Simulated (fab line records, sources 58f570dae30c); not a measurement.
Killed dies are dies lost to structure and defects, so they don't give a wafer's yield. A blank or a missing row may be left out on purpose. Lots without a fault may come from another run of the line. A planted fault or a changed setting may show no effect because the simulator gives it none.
Which tool did it? | flow berkeley_cmos170 | 15 lots, 45 wafers sampled, at 6 steps of a route of 331

WHAT THE GAUGES READ, wafer by wafer
UCB170_PWELL_THK_MEAS_06.
lot  | measured    | on            | PWELL_NITRIDE_THK (nm)
L731 | day 4 01:28 | film_metro-02 | 218.1 217.4 217.4
L733 | day 4 01:28 | film_metro-04 | 220.3 220.1 219.5
L732 | day 4 01:28 | film_metro-01 | 217.1 215.5 216.6
L734 | day 4 09:25 | film_metro-01 | 219.9 220.7 220.0
L735 | day 4 09:25 | film_metro-04 | 221.1 223.4 221.1
L736 | day 4 17:36 | film_metro-04 | 216.8 217.3 216.0
L737 | day 4 17:37 | film_metro-01 | 219.9 219.6 219.9
L740 | day 5 09:10 | film_metro-01 | 219.0 218.3 218.6
L742 | day 5 16:15 | film_metro-04 | 222.0 222.0 223.4
L743 | day 6 05:52 | film_metro-01 | 221.5 221.9 220.2
L745 | day 6 17:35 | film_metro-02 | 219.0 219.0 218.5
L748 | day 7 08:10 | film_metro-02 | 219.4 217.6 217.5
L749 | day 7 08:10 | film_metro-01 | 221.5 221.1 221.9
L750 | day 7 16:37 | film_metro-04 | 218.9 216.9 220.0
L752 | day 8 07:50 | film_metro-04 | 222.0 222.2 221.8

UCB170_NLDD_OVL_MEAS_07.
lot  | measured     | on         | NLDD_OVL (nm)
L731 | day 8 12:32  | overlay-01 | 5 4 0
L733 | day 8 11:48  | overlay-02 | -2 -5 -13
L732 | day 8 11:15  | overlay-02 | 2 2 15
L734 | day 8 18:33  | overlay-01 | -5 -4 -4
L735 | day 8 18:52  | overlay-02 | -1 -3 1
L736 | day 9 01:40  | overlay-02 | -3 5 -3
L737 | day 9 01:56  | overlay-01 | -1 -3 -2
L740 | day 9 20:46  | overlay-02 | 5 3 5
L742 | day 9 23:21  | overlay-02 | -4 8 6
L743 | day 10 21:47 | overlay-02 | 7 6 9
L745 | day 11 04:43 | overlay-02 | -4 0 1
L748 | day 11 11:21 | overlay-01 | 4 7 10
L749 | day 11 11:47 | overlay-02 | -16 -6 -13
L750 | day 12 03:20 | overlay-02 | -4 5 5
L752 | day 12 12:27 | overlay-02 | 5 8 7

UCB170_NLDD_TW_MEAS_11.
lot  | measured     | on            | NLDD_TW
L731 | day 8 12:58  | film_metro-04 | 2266 2271 2283
L733 | day 8 12:14  | film_metro-04 | 2278 2261 2272
L732 | day 8 11:41  | film_metro-02 | 2188 2179 2195
L734 | day 8 18:59  | film_metro-04 | 2280 2259 2264
L735 | day 8 19:19  | film_metro-02 | 2176 2177 2186
L736 | day 9 02:07  | film_metro-04 | 2261 2260 2273
L737 | day 9 02:23  | film_metro-02 | 2169 2180 2182
L740 | day 9 21:13  | film_metro-02 | 2177 2167 2173
L742 | day 9 23:47  | film_metro-04 | 2383 2392 2383
L743 | day 10 22:14 | film_metro-03 | 2314 2324 2326
L745 | day 11 05:09 | film_metro-02 | 2308 2301 2294
L748 | day 11 11:47 | film_metro-03 | 2185 2199 2205
L749 | day 11 12:13 | film_metro-03 | 2203 2201 2194
L750 | day 12 03:47 | film_metro-02 | 2195 2206 2202
L752 | day 12 12:53 | film_metro-02 | 2201 2202 2210

UCB170_SDANNEAL_RS_MEAS_05: measures by four-point-probe.
lot  | measured     | on            | NLDD_RS (ohm/sq)
L731 | day 8 22:57  | film_metro-04 | 613.7 616.6 615.4
L733 | day 8 22:39  | film_metro-02 | 615.4 614.7 615.0
L732 | day 8 23:20  | film_metro-02 | 616.9 615.3 614.1
L734 | day 9 09:23  | film_metro-04 | 613.7 616.4 615.6
L735 | day 9 09:57  | film_metro-03 | 616.1 617.1 616.7
L736 | day 9 09:46  | film_metro-02 | 617.9 617.3 617.0
L737 | day 9 10:13  | film_metro-04 | 619.3 620.2 619.0
L740 | day 10 08:09 | film_metro-02 | 616.8 618.2 617.0
L742 | day 10 10:44 | film_metro-04 | 538.0 537.2 537.5
L743 | day 11 10:17 | film_metro-03 | 537.3 537.7 537.6
L745 | day 11 16:38 | film_metro-04 | 536.7 536.5 535.7
L748 | day 12 02:16 | film_metro-04 | 618.2 616.0 614.6
L749 | day 12 02:41 | film_metro-02 | 615.7 615.5 616.3
L750 | day 12 14:08 | film_metro-04 | 617.1 616.8 618.3
L752 | day 13 04:53 | film_metro-03 | 615.4 615.4 616.5

WHICH TOOL RAN EACH LOT (tool, then ch and the chambers of the sampled wafers, then the start)
lot  | UCB170_ZERO_STRIP_07                | UCB170_NLDD_IMPLANT_08
L731 | plasma_asher-03 ch 0,1, day 2 06:45 | implanter-03 ch 0, day 8 12:34
L733 | plasma_asher-03 ch 0,1, day 2 15:33 | implanter-01 ch 0, day 8 11:50
L732 | plasma_asher-02 ch 0,1, day 2 15:40 | implanter-02 ch 0, day 8 11:17
L734 | plasma_asher-02 ch 0,1, day 3 01:08 | implanter-03 ch 0, day 8 18:37
L735 | plasma_asher-03 ch 0,1, day 3 01:22 | implanter-01 ch 0, day 8 18:56
L736 | plasma_asher-02 ch 0,1, day 3 06:42 | implanter-01 ch 0, day 9 01:43
L737 | plasma_asher-03 ch 0,1, day 3 07:01 | implanter-03 ch 0, day 9 02:01
L740 | plasma_asher-03 ch 0,1, day 3 23:53 | implanter-03 ch 0, day 9 20:49
L742 | plasma_asher-03 ch 0,1, day 4 07:34 | implanter-01 ch 0, day 9 23:23
L743 | plasma_asher-02 ch 0,1, day 4 16:31 | implanter-01 ch 0, day 10 21:51
L745 | plasma_asher-01 ch 0,1, day 5 03:24 | implanter-01 ch 0, day 11 04:46
L748 | plasma_asher-02 ch 0,1, day 5 19:59 | implanter-02 ch 0, day 11 11:23
L749 | plasma_asher-03 ch 0,1, day 5 20:23 | implanter-03 ch 0, day 11 11:49
L750 | plasma_asher-01 ch 0,1, day 6 04:56 | implanter-02 ch 0, day 12 03:23
L752 | plasma_asher-01 ch 0,1, day 6 15:24 | implanter-03 ch 0, day 12 12:31
- UCB170_ZERO_STRIP_07: strips in O2.
- UCB170_NLDD_IMPLANT_08

WHAT THE TOOLS THEMSELVES READ (means of the sampled wafers that have a number; where no wafer has one, the mark that the record gives instead)
UCB170_ZERO_STRIP_07.
lot  | tool            | drypump_motor_current_A (A) | oes_product_au (a.u.) | strip_time_to_endpoint_s (s)
L731 | plasma_asher-03 | 5.5                         | 0.728                 | 21.53
L733 | plasma_asher-03 | 5.1                         | 0.727                 | 21.62
L732 | plasma_asher-02 | 6.4                         | 0.726                 | 21.55
L734 | plasma_asher-02 | 6.3                         | 0.730                 | 21.52
L735 | plasma_asher-03 | 5.1                         | 0.728                 | 21.51
L736 | plasma_asher-02 | 6.4                         | 0.728                 | 21.54
L737 | plasma_asher-03 | 5.1                         | 0.726                 | 21.48
L740 | plasma_asher-03 | 5.1                         | 0.728                 | 21.42
L742 | plasma_asher-03 | 5.5                         | 0.723                 | 21.59
L743 | plasma_asher-02 | 6.3                         | 0.725                 | 21.50
L745 | plasma_asher-01 | 5.4                         | 0.727                 | 21.53
L748 | plasma_asher-02 | 6.3                         | 0.726                 | 21.50
L749 | plasma_asher-03 | 5.5                         | 0.728                 | 21.67
L750 | plasma_asher-01 | 5.4                         | 0.732                 | 21.45
L752 | plasma_asher-01 | 5.5                         | 0.728                 | 21.49

UCB170_NLDD_IMPLANT_08.
lot  | tool         | dose_ions_cm2 | end_station_pressure_torr (Torr) | faraday_current_uA
L731 | implanter-03 | 4.999e+13     | 4.98e-06                         | 156
L733 | implanter-01 | 4.991e+13     | 5.06e-06                         | 159
L732 | implanter-02 | 4.999e+13     | 5.51e-06                         | 159
L734 | implanter-03 | 4.998e+13     | 4.92e-06                         | 161
L735 | implanter-01 | 4.997e+13     | 5.15e-06                         | 160
L736 | implanter-01 | 5.001e+13     | 5.19e-06                         | 157
L737 | implanter-03 | 4.998e+13     | 5.18e-06                         | 157
L740 | implanter-03 | 4.995e+13     | 5.02e-06                         | 159
L742 | implanter-01 | 7.250e+13     | 5.11e-06                         | 231
L743 | implanter-01 | 7.250e+13     | 5.32e-06                         | 231
L745 | implanter-01 | 7.252e+13     | 5.10e-06                         | 228
L748 | implanter-02 | 4.997e+13     | 5.15e-06                         | 159
L749 | implanter-03 | 4.999e+13     | 5.13e-06                         | 162
L750 | implanter-02 | 4.997e+13     | 5.26e-06                         | 161
L752 | implanter-03 | 5.002e+13     | 5.32e-06                         | 162

THE ANSWER, worked out from the rows above alone
Rule: what is usual is taken from the lots themselves. Put in order of their means at a reading, lots are off if they are a third of the lots or fewer, leave a main group of 4 or more, and stand apart from it by a gap of 3 or more times the standard deviation of the main group's means; of several such gaps the widest counts. A main group whose means are all the same, to the digits that the tables above print for the reading, isn't used. A lot without any number at a reading at which 4 lots or more have one is off too. The other lots that the step has rows for count as sound. The gauges are gone through in route order, then the tools' own readings, and for those a lot's mean is taken as printed above. The first step at which some lot is off is used, and at that step the reading that is off furthest; a lot without a number counts as furthest.
Off: L742, L743, L745, at UCB170_SDANNEAL_RS_MEAS_05 (NLDD_RS). The main group: mean 616.4 ohm/sq, standard deviation 1.3.
A tool fits if, at a process step before that reading, it ran every lot that is off, and no sound lot after the first of them. The gauges at UCB170_SDANNEAL_RS_MEAS_05 aren't tried: what is off there is off at UCB170_NLDD_IMPLANT_08 too, on other tools, and a gauge's error can't cause that. One fits: implanter-01 at UCB170_NLDD_IMPLANT_08. Its last sound lot is L736 (day 9 01:43), its first lot that is off L742 (day 9 23:23): a fault that began between those two fits.
The tool's own readings at UCB170_NLDD_IMPLANT_08 bear it out: on the lots that are off they differ by more than 5 times the standard deviation of the sound lots' means. dose_ions_cm2 reads 7.251e+13 there against 4.998e+13 on the sound lots; faraday_current_uA reads 230 there against 159 on the sound lots.

WHAT THE SIMULATOR HAD PUT IN
Process parameter drift: implanter-01, from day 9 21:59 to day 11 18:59, at UCB170_NLDD_IMPLANT_08. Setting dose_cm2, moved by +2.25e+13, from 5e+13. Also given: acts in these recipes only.
Lots struck among those shown: L742, L743, L745. The rule above found the same.
